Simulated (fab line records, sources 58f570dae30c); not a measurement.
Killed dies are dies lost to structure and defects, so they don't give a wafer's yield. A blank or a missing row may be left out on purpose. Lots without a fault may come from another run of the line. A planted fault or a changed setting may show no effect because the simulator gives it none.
A struck lot beside a sound one | flow berkeley_cmos170 | 15 steps out of a route of 331
Sound: wafers L431.3, L431.4, L431.5. Struck: wafer L450.3. (L450.2, L450.5 of the same lot were not struck and are left out.) The cause comes at the end.
At each step with rows: each side's tool, then ch and its chambers, then its first start. Under that, the readings that differ: sound wafers | struck wafers | difference of the means | sigmas: that difference in standard deviations of wafers without a fault.
alike: readings whose means differ by less than 2 such deviations, and words and numbers that are the same on both sides. not compared: withheld readings, readings that some wafer has no value for, bounds like >300 that may hide the same value, and numbers for which the record gives no deviation and whose values overlap.
The two part at a step that has a row with sigmas, a row that says differs or no value, or rows on one side only. Numbers that don't overlap but have no deviation are shown without sigmas and don't part them. A reading that every wafer of one side lacks parts them only if that side has two wafers or more.

UCB170_V1_CMP_02: polishes SiO2.
  sound on cmp-01 ch 0,3, day 8 06:19; struck on cmp-01 ch 1, day 11 07:29
  reading             | sound          | struck | difference | sigmas
  motor_current_A (A) | 17.0 16.5 16.6 | 14.2   | -2.5       | -2
  alike: edge_zone_pressure_frac, retaining_ring_pressure_frac, slurry_filter_dp_kPa
UCB170_V1_BOW_MEAS_03:
  sound on film_metro-03, day 8 06:40; struck on film_metro-01, day 11 07:48
  alike: V1_BOW
UCB170_V1_THK_MEAS_04:
  sound on film_metro-03, day 8 06:46; struck on film_metro-01, day 11 07:55
  alike: V1_POLISHED_THK
then, 7 steps without rows for these wafers: UCB170_V1_CLEAN_05 (cleans in DIW); UCB170_V1_HMDS_06 (prime time 60 s); UCB170_V1_COAT_07 (resist thk 900 nm); UCB170_V1_SOFTBAKE_08 (time 60 s); UCB170_V1_EXPOSE_09 (exposes mask VIA1, target cd 700 nm); UCB170_V1_PEB_10; UCB170_V1_DEVELOP_11 (develop time 45 s).
UCB170_V1_CD_MEAS_12: target cd 700 nm.
  sound on cd_sem-01, day 8 08:59; struck on cd_sem-01, day 11 10:54
  alike: cd_nm
UCB170_V1_OVL_MEAS_13:
  sound on overlay-02, day 8 09:05; struck on overlay-01, day 11 11:00
  reading     | sound  | struck | difference | sigmas
  V1_OVL (nm) | 3 -2 2 | -17    | -18        | -4
UCB170_V1_ETCH_14: etches SiO2 in CHF3/CF4/Ar, stops on Al, target depth 1250 nm, time 291 s.
  sound on rie_diel-03 ch 1,2,3, day 8 09:07; struck on rie_diel-02 ch 0, day 11 11:02
  reading                             | sound             | struck | difference | sigmas
  oes_product_au (a.u.)               | 0.880 0.864 0.870 | 0.710  | -0.161     | -12
  model.V1.feature_depth_nm (nm)      | 1001 1001 1001    | 700.1  | -300.9     |
  model.etch.depth_nm (nm)            | 1001 1001 1001    | 700.1  | -300.9     |
  model.KrF_of_V1_COAT_07.thk_nm (nm) | 607.2 615.3 613.3 | 730.1  | +118.2     |
  alike: CHF3_flow_sccm, drypump_motor_current_A, throttle_valve_pct
  not compared: rf_hours_counter_h
UCB170_V1_STRIP_15: strips in O2.
  sound on plasma_asher-02 ch 0,1, day 8 09:19; struck on plasma_asher-03 ch 0, day 11 11:13
  reading                      | sound             | struck | difference | sigmas
  strip_time_to_endpoint_s (s) | 15.23 15.45 15.38 | 18.12  | +2.77      | +21
  alike: drypump_motor_current_A, oes_product_au
  not compared: rf_hours_counter_h
UCB170_V1_CD_MEAS_90: target cd 700 nm.
  sound on cd_sem-01, day 8 09:26; struck on cd_sem-02, day 11 11:20
  reading    | sound             | struck | difference | sigmas
  cd_nm (nm) | 699.9 699.9 701.7 | 696.1  | -4.4       | -3

WHERE THEY PART
First at UCB170_V1_CMP_02; last, within this record, at UCB170_V1_CD_MEAS_90.

WHY: what the simulator had put in
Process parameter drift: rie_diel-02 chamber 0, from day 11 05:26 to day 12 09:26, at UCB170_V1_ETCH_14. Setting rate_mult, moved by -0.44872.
